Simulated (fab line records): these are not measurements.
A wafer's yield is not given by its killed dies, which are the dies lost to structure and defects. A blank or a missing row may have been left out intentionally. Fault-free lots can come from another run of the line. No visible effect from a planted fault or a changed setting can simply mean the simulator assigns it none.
fab line records    flow berkeley-cmos170
[record] lots = 13  wafers = 38  last-day = 12
route steps=331 shown PVT@124 GATE@142 PLDD@155 SPACER@174
lots that met no fault: from a run of the same line without faults
start-h: hours from the record's opening day to when the first of the lot's shown wafers began    wait-h: hours from the lot's prior step to this one    " unchanged from the row above    L1.1+2: several wafers, shown together as one row    - either no value or no given start    * or withheld: withheld    < > ~ a bound
route shown NAME@n: names a module that has steps shown in the file, with the first one's number in the route    usual: average and standard deviation across the fault-free wafers    same: alike in all rows    chamber/n: place in a boat    sites: each site's reading    _std_site: standard deviation across them    _edge_site: inner sites' mean taken away from outer sites' mean    radius-mm: how far each site lies from the wafer's centre    mask NAME#n: copy n    behind: the most recent tool/chamber to have shaped the wafer    hold: cause of the lot's hold/its duration in hours/its outcome    device: transistor that didn't switch, given as n, p or np    end of line: the same wafers' tests at the end of the route    step lacking rows: just its recipe    killed: dies lost to structure and defects at the first sort, not the wafer's yield    map: dies across one wafer; x = killed, . = not, _ = none there
set.NAME: the setting that was run; set.NAME@STEP: the one run at that earlier step    model.NAME: the simulator's own value behind a step, which no gauge read
a sample of lots followed through the steps of the route, with each step as a table and each wafer as a row
services: when a tool's chamber went out of use (start-h, in hours from the record's first day, below 0 if earlier), for how many hours, and the reason
[[steps]]
[step UCB170_PVT_TW_MEAS_09]
[usual] PVT_TW = 512/5.8
lot.wafer  tool           chamber  start-h  wait-h  PVT_TW
L387.2     film-metro-04  -        126.18   0.1     522
L387.5     "              -        "        "       521
L387.6     "              -        "        "       520
L389.1     film-metro-03  -        127.34   0.1     514
L389.2     "              -        "        "       509
L389.6     "              -        "        "       513
L388.2     film-metro-03  -        140.22   0.1     512
L388.4     "              -        "        "       513
L388.5     "              -        "        "       511
L392.2     film-metro-04  -        149.95   0.1     518
L392.3     "              -        "        "       519
L392.6     "              -        "        "       520
L393.3     film-metro-04  -        150.12   0.1     520
L393.4     "              -        "        "       516
L393.5     "              -        "        "       518
L394.3     film-metro-03  -        167.08   0.1     512
L394.5     "              -        "        "       511
L394.6     "              -        "        "       509
L396.1     film-metro-02  -        176.31   0.1     508
L396.2     "              -        "        "       507
L402.1     film-metro-03  -        186.64   0.1     513
L402.2     "              -        "        "       512
L402.3     "              -        "        "       511
L403.2     film-metro-02  -        187.10   0.1     508
L403.4     "              -        "        "       508
L403.6     "              -        "        "       508
L406.1     film-metro-03  -        209.87   0.1     514
L406.2     "              -        "        "       515
L406.5     "              -        "        "       512
L405.4     film-metro-02  -        210.25   0.1     504
L405.5     "              -        "        "       503
L405.6     "              -        "        "       504
L408.3     film-metro-02  -        220.46   0.1     507
L408.5     "              -        "        "       503
L408.6     "              -        "        "       504
L407.2     film-metro-04  -        220.53   0.1     519
L407.4     "              -        "        "       521
L407.5     "              -        "        "       523
[step UCB170_GATE_STRIP_16]
[recipe] chemistry = O2  power-w = 400  pressure-mtorr = 3500  platen-temp-c = withheld  o2-flow-sccm = 400  overash-fraction = 0.5
[usual] drypump-motor-current-A = 5.57/0.25  oes-product-au = 0.723/0.0047
lot.wafer  tool             chamber  start-h  wait-h  drypump-motor-current-A  oes-product-au  rf-hours-counter-h
L387.2     plasma-asher-03  0        137.40   0.0     5.73                     0.717           43
L387.5     "                0        "        "       5.75                     0.725           -
L387.6     "                1        "        "       5.53                     0.728           -
L389.1     plasma-asher-01  0        137.68   0.0     5.95                     0.721           2
L389.2     "                1        "        "       5.25                     0.724           2
L389.6     "                1        "        "       5.24                     0.724           -
L388.2     plasma-asher-01  1        150.73   0.0     5.22                     0.724           3
L388.4     "                1        "        "       5.24                     0.723           -
L388.5     "                0        "        "       5.93                     0.726           -
L393.3     plasma-asher-03  0        163.57   0.1     5.70                     0.714           -
L393.4     "                1        "        "       5.52                     0.725           -
L393.5     "                1        "        "       5.54                     0.717           -
L392.2     plasma-asher-01  0        163.66   0.0     5.94                     0.719           4
L392.3     "                0        "        "       5.93                     0.723           -
L392.6     "                1        "        "       5.23                     0.721           -
L394.3     plasma-asher-02  1        179.20   0.1     5.42                     0.723           -
L394.5     "                1        "        "       5.39                     0.718           -
L394.6     "                0        "        "       5.50                     0.722           -
L396.1     plasma-asher-03  1        190.23   0.0     5.55                     0.724           48
L396.2     "                0        "        "       5.74                     0.729           48
L403.2     plasma-asher-03  1        203.24   0.0     5.54                     0.721           50
L403.4     "                1        "        "       5.55                     0.724           -
L403.6     "                1        "        "       5.54                     0.734           -
L402.1     plasma-asher-01  1        203.33   0.0     5.24                     0.731           9
L402.2     "                0        "        "       5.92                     0.730           9
L402.3     "                1        "        "       5.24                     0.721           -
L405.4     plasma-asher-01  1        223.13   0.1     5.23                     0.728           -
L405.5     "                0        "        "       5.95                     0.720           -
L405.6     "                1        "        "       5.24                     0.725           -
L406.1     plasma-asher-01  0        223.36   0.0     5.93                     0.731           12
L406.2     "                1        "        "       5.25                     0.724           12
L406.5     "                1        "        "       5.25                     0.725           -
L407.2     plasma-asher-03  0        231.26   0.0     5.73                     0.716           53
L407.4     "                0        "        "       5.72                     0.725           -
L407.5     "                1        "        "       5.56                     0.721           -
L408.3     plasma-asher-01  0        231.42   0.1     5.92                     0.730           -
L408.5     "                1        "        "       5.24                     0.725           -
L408.6     "                0        "        "       5.92                     0.727           -
[step UCB170_PLDD_STRIP_10]
[recipe] chemistry = O2  power-w = 400  pressure-mtorr = 3500  platen-temp-c = withheld  o2-flow-sccm = 400  overash-fraction = 0.5
[usual] drypump-motor-current-A = 5.5/0.31  oes-product-au = 0.735/0.0042  strip-time-to-endpoint-s = 21.65/0.064
lot.wafer  tool             chamber  start-h  wait-h  drypump-motor-current-A  oes-product-au  rf-hours-counter-h  strip-time-to-endpoint-s
L387.2     plasma-asher-04  1        139.60   0.1     5.0                      0.736           44                  21.73
L387.5     "                0        "        "       5.3                      0.729           -                   21.76
L387.6     "                1        "        "       5.0                      0.728           -                   21.76
L389.1     plasma-asher-03  0        140.60   0.1     5.7                      0.731           44                  21.61
L389.2     "                1        "        "       5.5                      0.737           44                  21.61
L389.6     "                1        "        "       5.6                      0.743           -                   21.67
L388.2     plasma-asher-01  1        153.06   0.1     5.2                      0.736           3                   21.59
L388.4     "                1        "        "       5.2                      0.737           -                   21.58
L388.5     "                0        "        "       5.9                      0.733           -                   21.62
L393.3     plasma-asher-03  1        165.76   0.1     5.6                      0.733           -                   21.72
L393.4     "                0        "        "       5.7                      0.745           -                   21.66
L393.5     "                0        "        "       5.7                      0.735           -                   21.76
L392.2     plasma-asher-04  1        165.84   0.1     5.0                      0.741           47                  21.56
L392.3     "                1        "        "       5.0                      0.732           -                   21.57
L392.6     "                0        "        "       5.3                      0.730           -                   21.59
L394.3     plasma-asher-04  0        181.62   0.1     5.3                      0.739           -                   21.72
L394.5     "                0        "        "       5.3                      0.732           -                   21.66
L394.6     "                1        "        "       5.0                      0.732           -                   21.65
L396.1     plasma-asher-04  1        192.25   0.1     5.0                      0.735           52                  21.55
L396.2     "                0        "        "       5.4                      0.734           52                  21.70
L403.2     plasma-asher-01  1        205.82   0.1     5.2                      0.732           9                   21.67
L403.4     "                1        "        "       5.2                      0.739           -                   21.60
L403.6     "                0        "        "       5.9                      0.734           -                   21.60
L402.1     plasma-asher-01  0        206.12   0.1     5.9                      0.730           9                   21.68
L402.2     "                1        "        "       5.2                      0.736           9                   21.73
L402.3     "                1        "        "       5.2                      0.728           -                   21.68
L405.4     plasma-asher-03  0        225.25   0.1     5.7                      0.736           -                   21.62
L405.5     "                0        "        "       5.8                      0.736           -                   21.64
L405.6     "                1        "        "       5.5                      0.742           -                   21.63
L406.1     plasma-asher-01  1        225.44   0.1     5.2                      0.737           12                  21.69
L406.2     "                0        "        "       5.9                      0.739           12                  21.65
L406.5     "                0        "        "       5.9                      0.731           -                   21.69
L407.2     plasma-asher-03  1        236.20   0.1     5.5                      0.743           53                  21.75
L407.4     "                0        "        "       5.7                      0.732           -                   21.74
L407.5     "                0        "        "       5.7                      0.739           -                   21.64
L408.3     plasma-asher-03  0        236.54   0.1     5.7                      0.737           -                   21.66
L408.5     "                1        "        "       5.5                      0.732           -                   21.66
L408.6     "                0        "        "       5.7                      0.739           -                   21.68
[step UCB170_SPACER_ETCHBACK_03]
[recipe] stop-on = Si  target = SiO2  chemistry = CHF3/CF4/Ar  CHF3_flow_sccm = 50  cf4-flow-sccm = 10  Ar_flow_sccm = 120  pressure-mtorr = 200  rf-w = 500  target-depth-a = 3760  time-s = 100
[usual] drypump-motor-current-A = 5.6/0.43  oes-product-au = 0.905/0.016  throttle-valve-pct = 6.43/0.082
lot.wafer  tool         chamber  start-h  wait-h  drypump-motor-current-A  oes-product-au  rf-hours-counter-h  throttle-valve-pct
L387.2     rie-diel-01  3        146.05   0.0     5.4                      0.877           57                  6.36
L387.5     "            3        "        "       5.4                      0.906           -                   6.36
L387.6     "            2        "        "       5.9                      0.924           -                   6.42
L389.1     rie-diel-04  1        146.05   0.0     5.5                      0.903           1                   6.28
L389.2     "            3        "        "       5.5                      0.907           142                 6.49
L389.6     "            3        "        "       5.5                      0.923           -                   6.48
L388.2     rie-diel-02  1        160.08   0.0     4.9                      0.875           27                  6.43
L388.4     "            2        "        "       6.0                      0.879           130                 6.32
L388.5     "            3        "        "       5.6                      0.906           -                   6.52
L392.2     rie-diel-02  1        171.32   0.0     4.9                      0.893           28                  6.42
L392.3     "            3        "        "       5.5                      0.905           110                 6.51
L392.6     "            3        "        "       5.5                      0.912           -                   6.55
L393.3     rie-diel-04  1        171.32   0.0     5.4                      0.890           2                   6.29
L393.4     "            3        "        "       5.5                      0.926           143                 6.48
L393.5     "            0        "        "       6.3                      0.901           -                   6.38
L394.3     rie-diel-02  1        191.27   0.0     4.9                      0.874           29                  6.41
L394.5     "            0        "        "       5.9                      0.921           -                   6.40
L394.6     "            3        "        "       5.5                      0.913           -                   6.53
L396.1     rie-diel-04  0        203.98   0.1     6.3                      0.780           143                 6.35
L396.2     "            1        "        "       5.4                      0.895           4                   6.27
L403.2     rie-diel-01  2        213.07   0.0     5.9                      0.916           128                 6.43
L403.4     "            1        "        "       4.8                      0.907           1                   6.55
L403.6     "            2        "        "       5.9                      0.935           -                   6.42
L402.1     rie-diel-02  0        213.14   0.1     6.0                      0.893           132                 6.40
L402.2     "            3        "        "       5.5                      0.908           112                 6.52
L402.3     "            1        "        "       5.0                      0.863           30                  6.43
L405.4     rie-diel-02  2        232.92   0.0     6.0                      0.884           133                 6.32
L405.5     "            1        "        "       4.9                      0.894           -                   6.42
L405.6     "            2        "        "       6.0                      0.895           -                   6.31
L406.1     rie-diel-01  3        232.92   0.0     5.4                      0.905           61                  6.34
L406.2     "            1        "        "       4.8                      0.909           2                   6.55
L406.5     "            3        "        "       5.4                      0.929           -                   6.36
L407.2     rie-diel-02  1        246.20   0.0     4.9                      0.885           31                  6.42
L407.4     "            2        "        "       6.0                      0.886           134                 6.33
L407.5     "            0        "        "       5.9                      0.919           -                   6.41
L408.3     rie-diel-01  0        246.20   0.0     5.5                      0.924           30                  6.46
L408.5     "            2        "        "       5.9                      0.940           -                   6.42
L408.6     "            1        "        "       4.8                      0.902           -                   6.54
[[services]]
tool             chamber  start-h  hours  kind
plasma-asher-01  0        117.75   -      clean
plasma-asher-01  1        117.75   -      clean
rie-diel-04      3        118.32   3.7    repair
plasma-asher-01  -        139.20   2.4    repair
rie-diel-04      2        155.25   5.1    repair
rie-diel-01      1        164.35   -      clean
rie-diel-01      1        164.35   16.4   scheduled-down
rie-diel-01      1        164.35   16.4   vent-cycle
plasma-asher-02  -        166.49   4.4    repair
plasma-asher-03  -        171.33   14.6   pm
rie-diel-02      0        198.50   2.6    repair
rie-diel-04      3        214.38   3.5    repair
rie-diel-04      3        217.83   -      clean
rie-diel-04      3        217.83   36.1   scheduled-down
rie-diel-04      3        217.83   36.1   vent-cycle
rie-diel-02      1        228.53   3.8    repair
plasma-asher-02  -        241.06   1.0    repair
[[key]]
[first-sign] step = UCB170_SPACER_ETCHBACK_03  reading = oes-product-au  direction = down  sigmas = 7.8  usual = 0.905  struck = 0.780
effect none on later readings
met-at UCB170_SPACER_ETCHBACK_03
struck-lots L396
struck-wafers L396.1
rows-end L396.1
not-acting-at UCB170_PVT_TW_MEAS_09,UCB170_GATE_STRIP_16,UCB170_PLDD_STRIP_10
onset-between 171.32 203.98
[fault] kind = process-parameter-drift  tool = rie-diel-04  chamber = 0  onset-h = 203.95  steps = UCB170_SPACER_ETCHBACK_03  channel = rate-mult  offset = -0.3  shape = step  end-h = 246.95
// rows-end: these wafers met a further fault down the route, and their rows from its step on are left out
